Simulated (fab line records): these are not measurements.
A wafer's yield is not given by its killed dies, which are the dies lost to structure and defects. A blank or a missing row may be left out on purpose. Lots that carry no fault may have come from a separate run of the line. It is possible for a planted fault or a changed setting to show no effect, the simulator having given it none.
8D (eight disciplines) problem report, filled in by code -- flow rit cmos -- the parts of the form that need people (team, actions taken, sign-off) are left out

== 1. WHAT IS WRONG ==
NSD_RS at RIT_SDANNEAL_RS_MEAS_05 reads a mean of 87.39 ohm/sq on 6 wafers of 2 lots; wafers without a fault read 84.41 ohm/sq with a standard deviation of 0.28. That is +11 standard deviations from the usual mean.
The step: measures by four-point-probe.
The first sign was on wafer L234.2 at day 6 05:38, on film metro-02. The record has a number at this step for 42 wafers belonging to 14 lots. By rule, "out" or "out of limits" means more than 4 standard deviations away from the usual mean. Any other wafer with a number is counted as sound.

== 2. WHAT IT IS, WHAT IT ISN'T ==
question,is,is not
which readings at this step,NSD_RS,-
which lots,"L234, L238","L220, L221, L223, L225, L226, L227, L228, L229, L231, L232, L235, L237"
which wafers of those lots,all that have a number,-
read on which gauges,film metro-02,"film metro-01, film metro-04"
when,from day 6 05:38,"up to then (30 sound wafers); but 6 sound wafers of L235, L237 came after"

== 3. THE SUSPECTS, EACH WITH WHAT RULES IT OUT ==
Counting: a tool at any process step up to the reading remains a suspect when it ran all the lots that are out and ran no sound lot after the first of those.
- the gauge at RIT_SDANNEAL_RS_MEAS_05 has been ruled out. All the wafers that are out were read on film metro-02, but those of them that RIT_NSD_IMPLANT_08 has rows for are out there too, on other tools.
- implanter-04 at RIT_NSD_IMPLANT_08: kept. It processed each lot that is out, first L234 at day 6 03:10, and no sound lot thereafter; up to then, the last sound lot it processed was L232 at day 5 20:30. Out on those wafers are its own readings of dose ions cm2.
Left after counting: implanter-04 at RIT_NSD_IMPLANT_08.

== 4. THE CAUSE (what the simulator had put in) ==
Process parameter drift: implanter-04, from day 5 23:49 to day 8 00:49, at RIT_NSD_IMPLANT_08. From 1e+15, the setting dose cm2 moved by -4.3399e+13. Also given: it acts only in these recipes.
Counting left only this tool.

== 5. THE EFFECT CHAIN, in route order ==
Rows list readings where the struck wafers' mean (over those with a number) sits beyond 3 standard deviations from the usual. Only readings for which the record gives a usual standard deviation are gone through. hours: the time from each lot's start at the first step in this table that gives one to its start at this step, as a median over the lots. sigmas: the change in usual standard deviations.
hours,step,reading,usual,on struck wafers,change,sigmas
0,RIT_NSD_IMPLANT_08,dose ions cm2,9.998e+14,9.564e+14,-4.343e+13,-43
3,RIT_SDANNEAL_RS_MEAS_05,NSD_RS,84.41 ohm/sq,87.39,+2.98,+11
The process steps in it:
- RIT_NSD_IMPLANT_08

== 6. HOW IT WOULD HAVE BEEN CAUGHT EARLIER ==
6 hours passed between the start of the fault at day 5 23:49 and the first reading out of limits at a measuring or inspecting step in this record, taken at day 6 05:38.
Tool's own readings at RIT_NSD_IMPLANT_08, dose ions cm2: out on all struck wafers the step has rows for; an alarm limit on them would have tripped on the first.
Among the 2 lots that are out, L238 began RIT_NSD_IMPLANT_08 on implanter-04 after day 6 05:38. It would have been spared by a hold on the tool at that moment.
